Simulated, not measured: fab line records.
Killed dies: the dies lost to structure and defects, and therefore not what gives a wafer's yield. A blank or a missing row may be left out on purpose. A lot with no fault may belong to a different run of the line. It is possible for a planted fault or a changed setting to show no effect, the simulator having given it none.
Struck lot and sound lot, side by side | flow ritCmos | 44 out of 202 route steps
Sound: these wafers, L773.1, L773.2, L773.3. Struck: wafers L790.1, L790.3, L790.4. The cause comes at the end.
At each step with rows: each side's tool, then ch and its chambers, then its first start. Under that, the readings that differ: sound wafers | struck wafers | difference of the means | sigmas: that difference in standard deviations of wafers without a fault.
alike: readings whose means differ by less than 2 such deviations, and words and numbers that are the same on both sides. not compared: withheld readings, readings that some wafer has no value for, bounds like >300 that may hide the same value, and numbers for which the record gives no deviation and whose values overlap.
A row with sigmas, a row that says differs or no value, or rows on one side alone: a step with any of these is where the two part. When numbers do not overlap yet have no deviation, they are printed without sigmas and do not part them. Lack of a reading on every wafer of one side parts them only where that side has two or more wafers.

first, 1 step without rows for these wafers: RIT_PRETRO_IMPLANT_08.
RIT_PRETRO_STRIP_09: strips in O2, time 180 s.
  sound on plasmaAsher-01 ch 0,1, day 2 08:25; struck on plasmaAsher-03 ch 0,1, day 5 22:28
  alike: drypumpMotorCurrentA, o2FlowSccm
  not compared: rfHoursCounterH
RIT_PRETRO_TW_MEAS_10:
  sound on filmMetro-02 at day 2 08:36; struck on filmMetro-02 at day 5 22:38
  alike: PRETRO_TW
then, 5 steps without rows for these wafers: RIT_GATE_WET_ETCH_00 (etches SiO2 in BOE, target depth 56 nm, time 60 s); RIT_GATE_CLEAN_01 (cleans in SC1, time 600 s); RIT_GATE_CLEAN_02 (cleans in dHF, time 30 s); RIT_GATE_CLEAN_03 (cleans in SC2, time 600 s); RIT_GATE_CLEAN_04 (cleans in dHF, time 60 s).
RIT_FOX2_THK_MEAS_91:
  sound on filmMetro-04 at day 2 09:15; struck on filmMetro-02 at day 5 23:07
  alike: FIELD_OXIDE_LEFT_2_THK
then, 2 steps without rows for these wafers: RIT_GATE_OXIDATION_05 (target thk 3 nm, ox time 270 s); RIT_GATE_ANNEAL_06 (time 600 s).
RIT_GATE_THK_MEAS_07:
  sound on filmMetro-04 at day 2 10:38; struck on filmMetro-02 at day 6 03:22
  alike: GATE_OXIDE_THK
RIT_GATE_CVD_08: deposits poly-Si from SiH4, target thk 250 nm, time 2220 s.
  sound on lpcvd-02 ch 0, day 2 10:41; struck on lpcvd-02 ch 0, day 6 04:07
reading                                 | sound             | struck          | difference | sigmas
model.poly-Si_of_GATE_CVD_08.thkNm (nm) | 250.2 251.9 255.1 | 265 265.6 264.6 | +13        | 
  alike: spikeTcCentreC, zonePowerLoadPct
RIT_GATE_THK_MEAS_09:
  sound on filmMetro-03 at day 2 12:19; struck on filmMetro-04 at day 6 05:43
reading            | sound             | struck            | difference | sigmas
GATE_POLY_THK (nm) | 250.4 251.8 255.2 | 265.0 265.5 264.7 | +12.6      | +5
then, 6 steps without rows for these wafers: RIT_GATE_HMDS_10 (prime time 60 s); RIT_GATE_COAT_11 (resist thk 850 nm); RIT_GATE_SOFTBAKE_12 (time 60 s); RIT_GATE_EXPOSE_13 (exposes mask M6, target cd 150 nm); RIT_GATE_PEB_14; RIT_GATE_DEVELOP_15 (develop time 50 s).
RIT_GATE_CD_MEAS_16: target cd 150 nm.
  sound on cdSem-02 at day 2 13:13; struck on cdSem-01 at day 6 07:18
  alike: cdNm
RIT_GATE_OVL_MEAS_17:
  sound on overlay-01 at day 2 13:20; struck on overlay-02 at day 6 07:25
  alike: GATE_OVL
then, 1 step without rows for these wafers: RIT_GATE_HARDBAKE_18 (time 60 s).
RIT_GATE_ETCH_19: etches poly-Si in SF6/CHF3/O2, stops on SiO2, time 165 s, target depth 312.5 nm.
  sound on rieSi-02 ch 0,1,2, day 2 13:37; struck on rieSi-01 ch 0,2, day 6 07:37
reading                        | sound             | struck            | difference | sigmas
oesProductAu (a.u.)            | 0.846 0.865 0.861 | 0.904 0.856 0.906 | +0.031     | +2
model.etch.depthNm (nm)        | 250.2 251.9 255.1 | 265 265.6 264.6   | +13        | 
model.GATE.featureDepthNm (nm) | 250.2 251.9 255.1 | 265 265.6 264.6   | +13        | 
  alike: drypumpMotorCurrentA, throttleValvePct
  not compared: rfHoursCounterH
RIT_GATE_STRIP_20: strips in O2, time 180 s.
  sound on plasmaAsher-01 ch 0,1, day 2 13:43; struck on plasmaAsher-04 ch 0,1, day 6 07:43
  alike: drypumpMotorCurrentA, o2FlowSccm
  not compared: rfHoursCounterH
RIT_GATE_CD_MEAS_90: target cd 150 nm.
  sound on cdSem-02 at day 2 13:54; struck on cdSem-01 at day 6 07:53
  alike: cdNm
then, 4 steps without rows for these wafers: RIT_REOX_CLEAN_00 (cleans in SC1, time 600 s); RIT_REOX_CLEAN_01 (cleans in dHF, time 30 s); RIT_REOX_CLEAN_02 (cleans in SC2, time 600 s); RIT_REOX_OXIDATION_03 (target thk 25.2 nm, ox time 5580 s).
RIT_REOX_THK_MEAS_04:
  sound on filmMetro-04 at day 2 16:56; struck on filmMetro-03 at day 6 11:22
  alike: REOX_OXIDE_THK
then, 6 steps without rows for these wafers: RIT_NLDD_HMDS_00 (prime time 60 s); RIT_NLDD_COAT_01 (resist thk 1000 nm); RIT_NLDD_SOFTBAKE_02 (time 60 s); RIT_NLDD_EXPOSE_03 (exposes mask M7, target cd 40700 nm); RIT_NLDD_PEB_04; RIT_NLDD_DEVELOP_05 (develop time 50 s).
RIT_NLDD_OVL_MEAS_06:
  sound on overlay-01 at day 2 17:58; struck on overlay-02 at day 6 12:41
  alike: NLDD_OVL
then, 2 steps without rows for these wafers: RIT_NLDD_HARDBAKE_07 (time 60 s); RIT_NLDD_IMPLANT_08.
RIT_NLDD_STRIP_09: strips in O2, time 180 s.
  sound on plasmaAsher-02 ch 0,1, day 2 18:23; struck on plasmaAsher-04 ch 0,1, day 6 13:08
reading           | sound          | struck         | difference | sigmas
o2FlowSccm (sccm) | 3999 4012 4024 | 3978 3979 3999 | -26        | -3
  alike: drypumpMotorCurrentA
  not compared: rfHoursCounterH
RIT_NLDD_TW_MEAS_10:
  sound on filmMetro-01 at day 2 18:34; struck on filmMetro-03 at day 6 13:18
  alike: NLDD_TW
RIT_SDANNEAL_CLEAN_02: cleans in SC2, time 600 s.
  sound on wetBench-01 ch 2, day 3 01:50; struck on wetBench-03 ch 0, day 6 21:05
reading                                 | sound           | struck            | difference | sigmas
model.poly-Si_of_GATE_CVD_08.thkNm (nm) | 164 165.2 167.8 | 177.5 179.2 177.7 | +12.5      | 
RIT_M1_PROBE_99:
  sound on prober-01 at day 3 09:32; struck on prober-02 at day 7 05:26
reading                                    | sound                | struck               | difference | sigmas
model.etest.nmosTurned.driveUaUm           | 340.4 341.8 339      | 295 292.6 291        | -48        | 
model.etest.polyCombOverSteps.leakLog10AUm | -12.81 -12.86 -12.94 | -11.37 -12.18 -10.96 | +1.37      | 
  alike: killedAtContacts, killedAtFrontEnd, killedDies, killedOpen, killedShort

WHERE THEY PART
First at RIT_GATE_THK_MEAS_09; last, within this record, at RIT_NLDD_STRIP_09. Later steps at which nothing parts them and some readings are alike: RIT_NLDD_TW_MEAS_10, RIT_M1_PROBE_99.

WHY: whatever the simulator had introduced
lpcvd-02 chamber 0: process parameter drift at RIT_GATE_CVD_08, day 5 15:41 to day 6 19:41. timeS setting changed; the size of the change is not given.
